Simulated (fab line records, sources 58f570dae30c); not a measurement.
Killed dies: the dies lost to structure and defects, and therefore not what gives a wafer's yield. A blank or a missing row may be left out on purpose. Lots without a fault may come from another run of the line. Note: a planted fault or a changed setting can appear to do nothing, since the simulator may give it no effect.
Which tool was responsible? / flow berkeley cmos170 / 14 lots, 42 wafers sampled, at 5 steps of a route of 331

== WHAT EACH GAUGE READ, for each wafer ==
UCB170_NVT_TW_MEAS_09. Usual: NVT_TW 519, standard deviation 3.8.
lot=L758; measured=day 6 18:49; on=film metro-04; NVT_TW=516 515 513; flag=
lot=L759; measured=day 6 19:04; on=film metro-02; NVT_TW=525 528 527; flag=
lot=L763; measured=day 7 09:10; on=film metro-03; NVT_TW=512 512 517; flag=
lot=L764; measured=day 7 09:28; on=film metro-02; NVT_TW=522 522 527; flag=
lot=L766; measured=day 8 15:34; on=film metro-04; NVT_TW=517 518 516; flag=
lot=L772; measured=day 8 22:36; on=film metro-04; NVT_TW=518 514 518; flag=
lot=L768; measured=day 8 22:51; on=film metro-04; NVT_TW=517 518 516; flag=
lot=L770; measured=day 8 23:07; on=film metro-03; NVT_TW=516 517 516; flag=
lot=L767; measured=day 8 23:25; on=film metro-02; NVT_TW=524 523 524; flag=
lot=L771; measured=day 8 23:40; on=film metro-04; NVT_TW=515 517 519; flag=
lot=L774; measured=day 10 02:40; on=film metro-04; NVT_TW=514 518 513; flag=
lot=L775; measured=day 10 02:58; on=film metro-02; NVT_TW=548 547 547; flag=OFF
lot=L780; measured=day 10 18:43; on=film metro-03; NVT_TW=539 538 539; flag=OFF
lot=L781; measured=day 11 01:26; on=film metro-04; NVT_TW=520 523 520; flag=

UCB170_M2_OVL_MEAS_16. Usual: M2_OVL 5 nm, standard deviation 6.5.
lot=L758; measured=day 9 03:28; on=overlay-02; M2_OVL (nm)=3 -10 -1; flag=
lot=L759; measured=day 9 02:01; on=overlay-02; M2_OVL (nm)=11 7 15; flag=
lot=L763; measured=day 9 21:39; on=overlay-01; M2_OVL (nm)=18 7 5; flag=
lot=L764; measured=day 9 17:05; on=overlay-01; M2_OVL (nm)=1 -3 -1; flag=
lot=L766; measured=day 10 14:46; on=overlay-02; M2_OVL (nm)=5 3 -6; flag=
lot=L772; measured=day 11 00:36; on=overlay-02; M2_OVL (nm)=6 -1 3; flag=
lot=L768; measured=day 11 08:25; on=overlay-02; M2_OVL (nm)=9 11 16; flag=
lot=L770; measured=day 11 08:41; on=overlay-01; M2_OVL (nm)=9 -3 2; flag=
lot=L767; measured=day 11 09:36; on=overlay-02; M2_OVL (nm)=1 5 -2; flag=
lot=L771; measured=day 11 08:58; on=overlay-02; M2_OVL (nm)=11 8 8; flag=
lot=L774; measured=day 12 09:32; on=overlay-01; M2_OVL (nm)=7 12 9; flag=
lot=L775; measured=day 12 08:19; on=overlay-01; M2_OVL (nm)=4 9 2; flag=
lot=L780; measured=day 12 21:17; on=overlay-02; M2_OVL (nm)=8 1 9; flag=
lot=L781; measured=day 12 22:32; on=overlay-02; M2_OVL (nm)=3 6 9; flag=

== TOOL THAT RAN EACH LOT (tool first, then ch and the chambers of the sampled wafers, then the start) ==
lot=L758; UCB170_NVT_IMPLANT_07=implanter-01 ch 0, day 6 18:34; UCB170_V1_ETCH_14=rie diel-02 ch 0,1,3, day 8 23:16; UCB170_M2_STRIP_07=plasma asher-04 ch 0,1, day 9 01:20
lot=L759; UCB170_NVT_IMPLANT_07=implanter-03 ch 0, day 6 18:50; UCB170_V1_ETCH_14=rie diel-04 ch 1,3, day 8 21:53; UCB170_M2_STRIP_07=plasma asher-04 ch 0,1, day 8 23:34
lot=L763; UCB170_NVT_IMPLANT_07=implanter-01 ch 0, day 7 08:55; UCB170_V1_ETCH_14=rie diel-03 ch 0,3, day 9 15:04; UCB170_M2_STRIP_07=plasma asher-04 ch 1, day 9 17:08
lot=L764; UCB170_NVT_IMPLANT_07=implanter-01 ch 0, day 7 09:13; UCB170_V1_ETCH_14=rie diel-04 ch 1,2,3, day 9 13:36; UCB170_M2_STRIP_07=plasma asher-04 ch 0,1, day 9 14:47
lot=L766; UCB170_NVT_IMPLANT_07=implanter-01 ch 0, day 8 15:19; UCB170_V1_ETCH_14=rie diel-04 ch 0,1,3, day 10 11:16; UCB170_M2_STRIP_07=plasma asher-03 ch 0,1, day 10 12:57
lot=L772; UCB170_NVT_IMPLANT_07=implanter-03 ch 0, day 8 22:23; UCB170_V1_ETCH_14=rie diel-04 ch 0,3, day 10 19:56; UCB170_M2_STRIP_07=plasma asher-03 ch 0,1, day 10 21:35
lot=L768; UCB170_NVT_IMPLANT_07=implanter-02 ch 0, day 8 22:37; UCB170_V1_ETCH_14=rie diel-02 ch 1,3, day 11 04:16; UCB170_M2_STRIP_07=plasma asher-03 ch 0, day 11 06:16
lot=L770; UCB170_NVT_IMPLANT_07=implanter-02 ch 0, day 8 22:52; UCB170_V1_ETCH_14=rie diel-04 ch 1,2,3, day 11 04:40; UCB170_M2_STRIP_07=plasma asher-03 ch 0,1, day 11 06:44
lot=L767; UCB170_NVT_IMPLANT_07=implanter-01 ch 0, day 8 23:11; UCB170_V1_ETCH_14=rie diel-02 ch 1,2, day 11 06:33; UCB170_M2_STRIP_07=plasma asher-02 ch 0,1, day 11 08:03
lot=L771; UCB170_NVT_IMPLANT_07=implanter-03 ch 0, day 8 23:25; UCB170_V1_ETCH_14=rie diel-03 ch 1,2,3, day 11 04:50; UCB170_M2_STRIP_07=plasma asher-04 ch 0,1, day 11 07:10
lot=L774; UCB170_NVT_IMPLANT_07=implanter-02 ch 0, day 10 02:25; UCB170_V1_ETCH_14=rie diel-02 ch 0,1,3, day 12 05:50; UCB170_M2_STRIP_07=plasma asher-02 ch 0,1, day 12 07:38
lot=L775; UCB170_NVT_IMPLANT_07=implanter-03 ch 0, day 10 02:41; UCB170_V1_ETCH_14=rie diel-03 ch 1,2, day 12 04:23; UCB170_M2_STRIP_07=plasma asher-02 ch 0,1, day 12 06:11
lot=L780; UCB170_NVT_IMPLANT_07=implanter-03 ch 0, day 10 18:29; UCB170_V1_ETCH_14=rie diel-03 ch 0,2,3, day 12 18:14; UCB170_M2_STRIP_07=plasma asher-02 ch 0,1, day 12 19:32
lot=L781; UCB170_NVT_IMPLANT_07=implanter-01 ch 0, day 11 01:12; UCB170_V1_ETCH_14=rie diel-02 ch 0,1,3, day 12 19:54; UCB170_M2_STRIP_07=plasma asher-04 ch 0,1, day 12 21:05
- UCB170_NVT_IMPLANT_07
- UCB170_V1_ETCH_14: etches SiO2 in CHF3/CF4/Ar, stops on Al, target depth 1250 nm, time 291 s.
- UCB170_M2_STRIP_07: strips in O2.

== WHAT THE TOOLS THEMSELVES READ (means of the sampled wafers that have a number; where no wafer has one, the mark that the record gives instead) ==
UCB170_NVT_IMPLANT_07. Usual: dose ions cm2 3.001e+12, standard deviation 3.6e+09; faraday current uA 9.49, standard deviation 0.19.
lot=L758; tool=implanter-01; dose ions cm2=3.000e+12; faraday current uA=9.59; flag=
lot=L759; tool=implanter-03; dose ions cm2=2.998e+12; faraday current uA=9.48; flag=
lot=L763; tool=implanter-01; dose ions cm2=2.999e+12; faraday current uA=9.51; flag=
lot=L764; tool=implanter-01; dose ions cm2=3.001e+12; faraday current uA=9.43; flag=
lot=L766; tool=implanter-01; dose ions cm2=3.002e+12; faraday current uA=9.60; flag=
lot=L772; tool=implanter-03; dose ions cm2=3.002e+12; faraday current uA=9.49; flag=
lot=L768; tool=implanter-02; dose ions cm2=3.003e+12; faraday current uA=9.53; flag=
lot=L770; tool=implanter-02; dose ions cm2=2.997e+12; faraday current uA=9.44; flag=
lot=L767; tool=implanter-01; dose ions cm2=2.999e+12; faraday current uA=9.35; flag=
lot=L771; tool=implanter-03; dose ions cm2=3.001e+12; faraday current uA=9.30; flag=
lot=L774; tool=implanter-02; dose ions cm2=2.998e+12; faraday current uA=9.71; flag=
lot=L775; tool=implanter-03; dose ions cm2=3.483e+12; faraday current uA=10.97; flag=OFF
lot=L780; tool=implanter-03; dose ions cm2=3.480e+12; faraday current uA=10.88; flag=OFF
lot=L781; tool=implanter-01; dose ions cm2=3.001e+12; faraday current uA=9.40; flag=

UCB170_V1_ETCH_14. Usual: drypump motor current A 5.6 A, standard deviation 0.45; oes product au 0.877 a.u., standard deviation 0.01; throttle valve pct 6.96 %, standard deviation 0.16.
lot=L758; tool=rie diel-02; drypump motor current A (A)=5.4; oes product au (a.u.)=0.877; throttle valve pct (%)=6.93; flag=
lot=L759; tool=rie diel-04; drypump motor current A (A)=5.9; oes product au (a.u.)=0.876; throttle valve pct (%)=7.08; flag=
lot=L763; tool=rie diel-03; drypump motor current A (A)=5.6; oes product au (a.u.)=0.874; throttle valve pct (%)=6.90; flag=
lot=L764; tool=rie diel-04; drypump motor current A (A)=5.7; oes product au (a.u.)=0.861; throttle valve pct (%)=6.95; flag=
lot=L766; tool=rie diel-04; drypump motor current A (A)=5.9; oes product au (a.u.)=0.870; throttle valve pct (%)=7.12; flag=
lot=L772; tool=rie diel-04; drypump motor current A (A)=5.7; oes product au (a.u.)=0.882; throttle valve pct (%)=7.10; flag=
lot=L768; tool=rie diel-02; drypump motor current A (A)=5.7; oes product au (a.u.)=0.884; throttle valve pct (%)=6.96; flag=
lot=L770; tool=rie diel-04; drypump motor current A (A)=5.7; oes product au (a.u.)=0.865; throttle valve pct (%)=6.95; flag=
lot=L767; tool=rie diel-02; drypump motor current A (A)=5.6; oes product au (a.u.)=0.872; throttle valve pct (%)=6.93; flag=
lot=L771; tool=rie diel-03; drypump motor current A (A)=5.3; oes product au (a.u.)=0.882; throttle valve pct (%)=7.08; flag=
lot=L774; tool=rie diel-02; drypump motor current A (A)=5.5; oes product au (a.u.)=0.884; throttle valve pct (%)=6.92; flag=
lot=L775; tool=rie diel-03; drypump motor current A (A)=5.2; oes product au (a.u.)=0.884; throttle valve pct (%)=7.06; flag=
lot=L780; tool=rie diel-03; drypump motor current A (A)=5.6; oes product au (a.u.)=0.871; throttle valve pct (%)=7.01; flag=
lot=L781; tool=rie diel-02; drypump motor current A (A)=5.4; oes product au (a.u.)=0.881; throttle valve pct (%)=6.93; flag=

UCB170_M2_STRIP_07. Usual: drypump motor current A 6.0 A, standard deviation 0.67; o2 flow sccm 400.0 sccm, standard deviation 1.2; oes product au 0.735 a.u., standard deviation 0.0047; strip time to endpoint s 21.99 s, standard deviation 0.068.
lot=L758; tool=plasma asher-04; drypump motor current A (A)=5.6; o2 flow sccm (sccm)=399.2; oes product au (a.u.)=0.737; strip time to endpoint s (s)=22.05; flag=
lot=L759; tool=plasma asher-04; drypump motor current A (A)=5.6; o2 flow sccm (sccm)=399.3; oes product au (a.u.)=0.736; strip time to endpoint s (s)=21.99; flag=
lot=L763; tool=plasma asher-04; drypump motor current A (A)=6.7; o2 flow sccm (sccm)=401.4; oes product au (a.u.)=0.737; strip time to endpoint s (s)=21.95; flag=
lot=L764; tool=plasma asher-04; drypump motor current A (A)=5.6; o2 flow sccm (sccm)=399.8; oes product au (a.u.)=0.735; strip time to endpoint s (s)=21.94; flag=
lot=L766; tool=plasma asher-03; drypump motor current A (A)=6.2; o2 flow sccm (sccm)=400.5; oes product au (a.u.)=0.733; strip time to endpoint s (s)=22.12; flag=
lot=L772; tool=plasma asher-03; drypump motor current A (A)=6.2; o2 flow sccm (sccm)=399.5; oes product au (a.u.)=0.732; strip time to endpoint s (s)=21.95; flag=
lot=L768; tool=plasma asher-03; drypump motor current A (A)=5.4; o2 flow sccm (sccm)=400.4; oes product au (a.u.)=0.736; strip time to endpoint s (s)=22.04; flag=
lot=L770; tool=plasma asher-03; drypump motor current A (A)=6.2; o2 flow sccm (sccm)=398.3; oes product au (a.u.)=0.735; strip time to endpoint s (s)=21.92; flag=
lot=L767; tool=plasma asher-02; drypump motor current A (A)=6.2; o2 flow sccm (sccm)=398.2; oes product au (a.u.)=0.733; strip time to endpoint s (s)=21.91; flag=
lot=L771; tool=plasma asher-04; drypump motor current A (A)=6.2; o2 flow sccm (sccm)=399.0; oes product au (a.u.)=0.732; strip time to endpoint s (s)=22.06; flag=
lot=L774; tool=plasma asher-02; drypump motor current A (A)=6.2; o2 flow sccm (sccm)=400.3; oes product au (a.u.)=0.739; strip time to endpoint s (s)=21.95; flag=
lot=L775; tool=plasma asher-02; drypump motor current A (A)=5.9; o2 flow sccm (sccm)=400.6; oes product au (a.u.)=0.737; strip time to endpoint s (s)=22.03; flag=
lot=L780; tool=plasma asher-02; drypump motor current A (A)=6.2; o2 flow sccm (sccm)=400.6; oes product au (a.u.)=0.733; strip time to endpoint s (s)=22.03; flag=
lot=L781; tool=plasma asher-04; drypump motor current A (A)=5.6; o2 flow sccm (sccm)=400.9; oes product au (a.u.)=0.735; strip time to endpoint s (s)=22.00; flag=

== THE ANSWER, worked out from the rows above alone ==
Rule: take the mean of a lot's wafers that have a number; if it is more than 3 standard deviations from the usual mean, the lot is off. Also off: a lot with no number at a reading for which 4 or more lots have one. Any other lot the step has rows for is counted as sound. The gauges are gone through in route order, then the tools' own readings, and for those a lot's mean is taken as printed above. The first step at which some lot is off is used, and at that step the reading that is off furthest; a lot without a number counts as furthest.
Off: at UCB170_NVT_TW_MEAS_09 (NVT_TW), L775, L780.
If a tool, at a process step before that reading, ran all the lots that are off and no sound lot after the first of them, it fits. Not tried: the gauges at UCB170_NVT_TW_MEAS_09; whatever is off there is also off at UCB170_NVT_IMPLANT_07, on other tools, and gauge error can't account for it. One fits: implanter-03 at UCB170_NVT_IMPLANT_07. A fault onset in the window from L771 (day 8 23:25, its last sound lot) to L775 (day 10 02:41, its first lot off) fits.
The tool's own readings at UCB170_NVT_IMPLANT_07 bear it out: on the lots that are off they differ by more than 5 times the standard deviation of the sound lots' means. dose ions cm2 reads 3.482e+12 there against 3.000e+12 on the sound lots; faraday current uA reads 10.93 there against 9.49 on the sound lots.

== WHAT WAS PUT IN BY THE SIMULATOR ==
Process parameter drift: implanter-03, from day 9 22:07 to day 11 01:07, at UCB170_NVT_IMPLANT_07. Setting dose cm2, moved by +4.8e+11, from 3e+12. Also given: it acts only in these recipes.
Struck lots among those shown: L775, L780. The rule above reached the same finding.
